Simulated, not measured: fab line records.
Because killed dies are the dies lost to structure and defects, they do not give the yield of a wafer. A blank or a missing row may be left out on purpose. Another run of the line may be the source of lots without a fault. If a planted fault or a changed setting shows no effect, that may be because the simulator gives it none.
A lot that was struck, set against a sound lot    flow berkeley-cmos170    17 steps out of a route of 331
Sound: wafers L518.2, L518.5, L518.6. The struck wafers were L504.1, L504.3, L504.4. The cause is named last.
Order at every step that has rows: each side's tool, ch and its chambers, its first start. Under that, the readings that differ: sound wafers    struck wafers    difference of the means    sigmas: that difference in standard deviations of wafers without a fault.
alike: words and numbers the same on both sides, and readings whose means are apart by under 2 such deviations; not compared: readings that were withheld, readings missing a value for some wafer, numbers with overlapping values and no deviation given by the record, and bounds like >300 which may hide the same value.
A row with sigmas, a row that says differs or no value, or rows on one side alone: a step with any of these is where the two part. Numbers that don't overlap but have no deviation are shown without sigmas and don't part them. A reading missing from all wafers of one side parts the sides only when that side holds two or more wafers.

UCB170_M1_SPUTTER_00: material Al, target thk 600 nm, time 80 s.
  sound on pvd-sputter-02 at day 13 01:04; struck on pvd-sputter-04 at day 10 01:58
  alike: chamber-pressure-pa, throttle-valve-pct
UCB170_M1_RS_MEAS_01: the measuring method here is four-point-probe.
  sound on film-metro-01 at day 13 01:09; struck on film-metro-03 at day 10 02:01
  alike: M1_AL_RS
UCB170_M1_THK_MEAS_02: measures by xrf.
  sound on film-metro-01 at day 13 01:16; struck on film-metro-03 at day 10 02:08
  alike: M1_AL_THK
then, 6 steps without rows for these wafers: UCB170_M1_COAT_03; UCB170_M1_COAT_04 (resist thk 900 nm); UCB170_M1_SOFTBAKE_05 (time 60 s); UCB170_M1_EXPOSE_06 (exposes mask METAL1, target cd 700 nm); UCB170_M1_PEB_07; UCB170_M1_DEVELOP_08 (develop time 45 s).
UCB170_M1_CD_MEAS_09: the cd target is 700 nm.
  sound on cd-sem-01 at day 13 02:25; struck on cd-sem-01 at day 10 03:15
  alike: cd-nm
UCB170_M1_OVL_MEAS_10:
  sound on overlay-01 at day 13 02:32; struck on overlay-01 at day 10 03:22
reading      sound     struck  difference  sigmas
M1_OVL (nm)  -4 -5 -3  7 9 12  +13         +2
UCB170_M1_ETCH_11: etches BARC in N2/H2.
  sound on rie-diel-01 ch 1,3, day 13 02:34; struck on rie-diel-03 ch 0,1,3, day 10 03:25
  alike: bias-w, chamber-pressure-mTorr, drypump-motor-current-A, oes-product-au, throttle-valve-pct
UCB170_M1_METAL_ETCH_12: etches Al in Cl2/BCl3, stops on PSG, target depth 780 nm, time 130 s.
  sound on rie-metal-03 ch 0,1, day 13 02:36; struck on rie-metal-03 ch 1, day 10 03:27
  no value came back on the struck wafers for any of 5 readings (bcl3-flow-sccm (sccm), bias-w (W) and others); on the sound wafers bcl3-flow-sccm (sccm) reads 45.00 45.36 44.84
reading                                  sound              struck             difference  sigmas
model.KrF_of_M1_COAT_04.thk-nm (nm)      439.2 448.5 442.2  883.5 886.3 883.3  +441.1      
model.PSG_of_CONTACT_CVD_01.thk-nm (nm)  657.2 657.5 658.1  694.9 691.4 694.6  +36.0       
  not compared: rf-hours-counter-h
UCB170_M1_STRIP_13: strips in O2.
  sound on plasma-asher-01 ch 0,1, day 13 02:44; struck on plasma-asher-01 ch 0,1, day 10 03:43
  alike: drypump-motor-current-A, o2-flow-sccm, oes-product-au
  not compared: rf-hours-counter-h
UCB170_M1_CD_MEAS_90: the cd target is 700 nm.
  sound on cd-sem-02 at day 13 02:51; struck on cd-sem-01 at day 10 03:49
reading     sound              struck  difference                     sigmas
cd-nm (nm)  697.5 698.5 698.4  - - -   no value on the struck wafers  
then, 1 step without rows for these wafers: UCB170_M1_ANNEAL_14 (time 1200 s).
UCB170_M3_PROBE_99:
  the record has rows for the sound wafers here (prober-02, day 13 18:15) and none for the struck ones

WHERE THEY PART
Last at UCB170_M3_PROBE_99 as far as this record goes, first at UCB170_M1_OVL_MEAS_10.

WHY: what the simulator had put in
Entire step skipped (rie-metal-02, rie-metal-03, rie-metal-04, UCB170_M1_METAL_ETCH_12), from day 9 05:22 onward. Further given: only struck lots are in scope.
